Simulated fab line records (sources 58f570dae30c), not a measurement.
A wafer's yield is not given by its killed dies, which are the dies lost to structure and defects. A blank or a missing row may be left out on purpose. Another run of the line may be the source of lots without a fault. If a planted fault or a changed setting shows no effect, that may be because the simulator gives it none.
Which tool is to blame? / flow berkeleyCmos170 / 14 lots, 42 wafers sampled, at 2 steps of a route of 331

WHAT THE GAUGES SHOWED, per wafer
The record holds no reading of a measuring or inspecting step that can be judged against a usual standard deviation.

EACH LOT AND THE TOOL THAT RAN IT (in order: tool; ch and the chambers of the sampled wafers; start)
lot=L960; UCB170_V2_ETCH_14=rieDiel-02 ch 0,2,3, day 8 08:08; UCB170_V2_STRIP_15=plasmaAsher-03 ch 0,1, day 8 08:19
lot=L963; UCB170_V2_ETCH_14=rieDiel-03 ch 0,2,3, day 9 03:11; UCB170_V2_STRIP_15=plasmaAsher-01 ch 0,1, day 9 03:22
lot=L964; UCB170_V2_ETCH_14=rieDiel-03 ch 0,2,3, day 9 03:41; UCB170_V2_STRIP_15=plasmaAsher-04 ch 0,1, day 9 03:52
lot=L959; UCB170_V2_ETCH_14=rieDiel-02 ch 0,3, day 9 04:09; UCB170_V2_STRIP_15=plasmaAsher-04 ch 0,1, day 9 04:22
lot=L961; UCB170_V2_ETCH_14=rieDiel-03 ch 2,3, day 9 04:31; UCB170_V2_STRIP_15=plasmaAsher-01 ch 0,1, day 9 04:42
lot=L965; UCB170_V2_ETCH_14=rieDiel-03 ch 0,1,2, day 9 19:08; UCB170_V2_STRIP_15=plasmaAsher-04 ch 0,1, day 9 19:19
lot=L966; UCB170_V2_ETCH_14=rieDiel-03 ch 0,2,3, day 10 03:58; UCB170_V2_STRIP_15=plasmaAsher-01 ch 0,1, day 10 04:08
lot=L968; UCB170_V2_ETCH_14=rieDiel-04 ch 0,1,2, day 10 09:47; UCB170_V2_STRIP_15=plasmaAsher-01 ch 0,1, day 10 09:58
lot=L967; UCB170_V2_ETCH_14=rieDiel-02 ch 1,2,3, day 10 10:02; UCB170_V2_STRIP_15=plasmaAsher-03 ch 0,1, day 10 10:13
lot=L976; UCB170_V2_ETCH_14=rieDiel-02 ch 0,1,2, day 12 13:22; UCB170_V2_STRIP_15=plasmaAsher-04 ch 0,1, day 12 13:32
lot=L978; UCB170_V2_ETCH_14=rieDiel-02 ch 1,3, day 12 18:59; UCB170_V2_STRIP_15=plasmaAsher-04 ch 0,1, day 12 19:10
lot=L980; UCB170_V2_ETCH_14=rieDiel-03 ch 1,2,3, day 12 19:50; UCB170_V2_STRIP_15=plasmaAsher-04 ch 0, day 12 20:01
lot=L979; UCB170_V2_ETCH_14=rieDiel-04 ch 0,3, day 12 20:30; UCB170_V2_STRIP_15=plasmaAsher-03 ch 0,1, day 12 20:41
lot=L982; UCB170_V2_ETCH_14=rieDiel-03 ch 0,1,2, day 13 08:23; UCB170_V2_STRIP_15=plasmaAsher-03 ch 0,1, day 13 08:34
- UCB170_V2_ETCH_14: etches SiO2 in CHF3/CF4/Ar, stops on Al, target depth 1250 nm, time 291 s.
- UCB170_V2_STRIP_15: strips in O2.

AS READ BY THE TOOLS THEMSELVES (means over the sampled wafers that have a number; for cases with no such wafer, the mark the record gives instead)
UCB170_V2_ETCH_14. Usual: CHF3_flow_sccm 45.00 sccm, standard deviation 0.13; drypumpMotorCurrentA 5.8 A, standard deviation 0.64; oesProductAu 0.867 a.u., standard deviation 0.012; throttleValvePct 6.93 %, standard deviation 0.11.
lot=L960; tool=rieDiel-02; CHF3_flow_sccm (sccm)=45.09; drypumpMotorCurrentA (A)=5.5; oesProductAu (a.u.)=0.865; throttleValvePct (%)=6.89; flag=
lot=L963; tool=rieDiel-03; CHF3_flow_sccm (sccm)=45.02; drypumpMotorCurrentA (A)=5.9; oesProductAu (a.u.)=0.867; throttleValvePct (%)=7.00; flag=
lot=L964; tool=rieDiel-03; CHF3_flow_sccm (sccm)=45.11; drypumpMotorCurrentA (A)=5.9; oesProductAu (a.u.)=0.868; throttleValvePct (%)=7.02; flag=
lot=L959; tool=rieDiel-02; CHF3_flow_sccm (sccm)=45.07; drypumpMotorCurrentA (A)=5.9; oesProductAu (a.u.)=0.862; throttleValvePct (%)=6.81; flag=
lot=L961; tool=rieDiel-03; CHF3_flow_sccm (sccm)=45.07; drypumpMotorCurrentA (A)=6.4; oesProductAu (a.u.)=0.880; throttleValvePct (%)=7.03; flag=
lot=L965; tool=rieDiel-03; CHF3_flow_sccm (sccm)=44.94; drypumpMotorCurrentA (A)=5.4; oesProductAu (a.u.)=0.863; throttleValvePct (%)=6.95; flag=
lot=L966; tool=rieDiel-03; CHF3_flow_sccm (sccm)=45.11; drypumpMotorCurrentA (A)=5.9; oesProductAu (a.u.)=0.866; throttleValvePct (%)=7.02; flag=
lot=L968; tool=rieDiel-04; CHF3_flow_sccm (sccm)=44.92; drypumpMotorCurrentA (A)=6.1; oesProductAu (a.u.)=0.863; throttleValvePct (%)=6.90; flag=
lot=L967; tool=rieDiel-02; CHF3_flow_sccm (sccm)=45.05; drypumpMotorCurrentA (A)=5.6; oesProductAu (a.u.)=0.864; throttleValvePct (%)=6.90; flag=
lot=L976; tool=rieDiel-02; CHF3_flow_sccm (sccm)=45.02; drypumpMotorCurrentA (A)=5.8; oesProductAu (a.u.)=0.872; throttleValvePct (%)=6.91; flag=
lot=L978; tool=rieDiel-02; CHF3_flow_sccm (sccm)=45.05; drypumpMotorCurrentA (A)=5.9; oesProductAu (a.u.)=0.856; throttleValvePct (%)=6.82; flag=
lot=L980; tool=rieDiel-03; CHF3_flow_sccm (sccm)=45.03; drypumpMotorCurrentA (A)=5.8; oesProductAu (a.u.)=0.873; throttleValvePct (%)=6.98; flag=
lot=L979; tool=rieDiel-04; CHF3_flow_sccm (sccm)=45.12; drypumpMotorCurrentA (A)=5.9; oesProductAu (a.u.)=0.861; throttleValvePct (%)=6.84; flag=
lot=L982; tool=rieDiel-03; CHF3_flow_sccm (sccm)=44.96; drypumpMotorCurrentA (A)=5.4; oesProductAu (a.u.)=0.860; throttleValvePct (%)=6.96; flag=

UCB170_V2_STRIP_15. Usual: drypumpMotorCurrentA 5.71 A, standard deviation 0.25; oesProductAu 0.722 a.u., standard deviation 0.0046; stripTimeToEndpointS 15.33 s, standard deviation 0.12.
lot=L960; tool=plasmaAsher-03; drypumpMotorCurrentA (A)=5.57; oesProductAu (a.u.)=0.725; stripTimeToEndpointS (s)=15.32; flag=
lot=L963; tool=plasmaAsher-01; drypumpMotorCurrentA (A)=5.80; oesProductAu (a.u.)=0.723; stripTimeToEndpointS (s)=15.25; flag=
lot=L964; tool=plasmaAsher-04; drypumpMotorCurrentA (A)=5.93; oesProductAu (a.u.)=0.723; stripTimeToEndpointS (s)=15.35; flag=
lot=L959; tool=plasmaAsher-04; drypumpMotorCurrentA (A)=5.93; oesProductAu (a.u.)=0.726; stripTimeToEndpointS (s)=15.42; flag=
lot=L961; tool=plasmaAsher-01; drypumpMotorCurrentA (A)=5.79; oesProductAu (a.u.)=0.729; stripTimeToEndpointS (s)=15.35; flag=
lot=L965; tool=plasmaAsher-04; drypumpMotorCurrentA (A)=5.93; oesProductAu (a.u.)=0.719; stripTimeToEndpointS (s)=15.54; flag=
lot=L966; tool=plasmaAsher-01; drypumpMotorCurrentA (A)=5.55; oesProductAu (a.u.)=0.725; stripTimeToEndpointS (s)=15.27; flag=
lot=L968; tool=plasmaAsher-01; drypumpMotorCurrentA (A)=5.54; oesProductAu (a.u.)=0.720; stripTimeToEndpointS (s)=15.27; flag=
lot=L967; tool=plasmaAsher-03; drypumpMotorCurrentA (A)=5.57; oesProductAu (a.u.)=0.722; stripTimeToEndpointS (s)=15.48; flag=
lot=L976; tool=plasmaAsher-04; drypumpMotorCurrentA (A)=5.94; oesProductAu (a.u.)=0.720; stripTimeToEndpointS (s)=16.22; flag=OFF
lot=L978; tool=plasmaAsher-04; drypumpMotorCurrentA (A)=5.95; oesProductAu (a.u.)=0.721; stripTimeToEndpointS (s)=16.28; flag=OFF
lot=L980; tool=plasmaAsher-04; drypumpMotorCurrentA (A)=5.65; oesProductAu (a.u.)=0.724; stripTimeToEndpointS (s)=15.24; flag=
lot=L979; tool=plasmaAsher-03; drypumpMotorCurrentA (A)=5.59; oesProductAu (a.u.)=0.720; stripTimeToEndpointS (s)=15.30; flag=
lot=L982; tool=plasmaAsher-03; drypumpMotorCurrentA (A)=5.58; oesProductAu (a.u.)=0.722; stripTimeToEndpointS (s)=15.33; flag=

THE ANSWER, worked out from the rows above alone
Rule: a lot is off if the mean of its wafers that have a number lies more than 3 standard deviations from the usual mean. A lot without any number at a reading at which 4 lots or more have one is off too. Where the step has rows for the other lots, those lots are counted as sound. The gauges are gone through in route order, then the tools' own readings, and for those a lot's mean is taken as printed above. The first step at which some lot is off is used, and at that step the reading that is off furthest; a lot without a number counts as furthest.
Off, at UCB170_V2_STRIP_15 on stripTimeToEndpointS: L976, L978.
If a tool, at that step or one of the process steps before it, ran each lot that is off and ran no sound lot following the first of them, it fits. One fits: rieDiel-02 at UCB170_V2_ETCH_14. Its last sound lot is L967 (day 10 10:02), its first lot that is off L976 (day 12 13:22): a fault that began between those two fits.

WHAT THE SIMULATOR HAD PUT IN
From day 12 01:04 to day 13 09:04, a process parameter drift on rieDiel-02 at UCB170_V2_ETCH_14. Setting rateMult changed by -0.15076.
Struck lots among those shown: L976, L978. Same finding as the rule above.
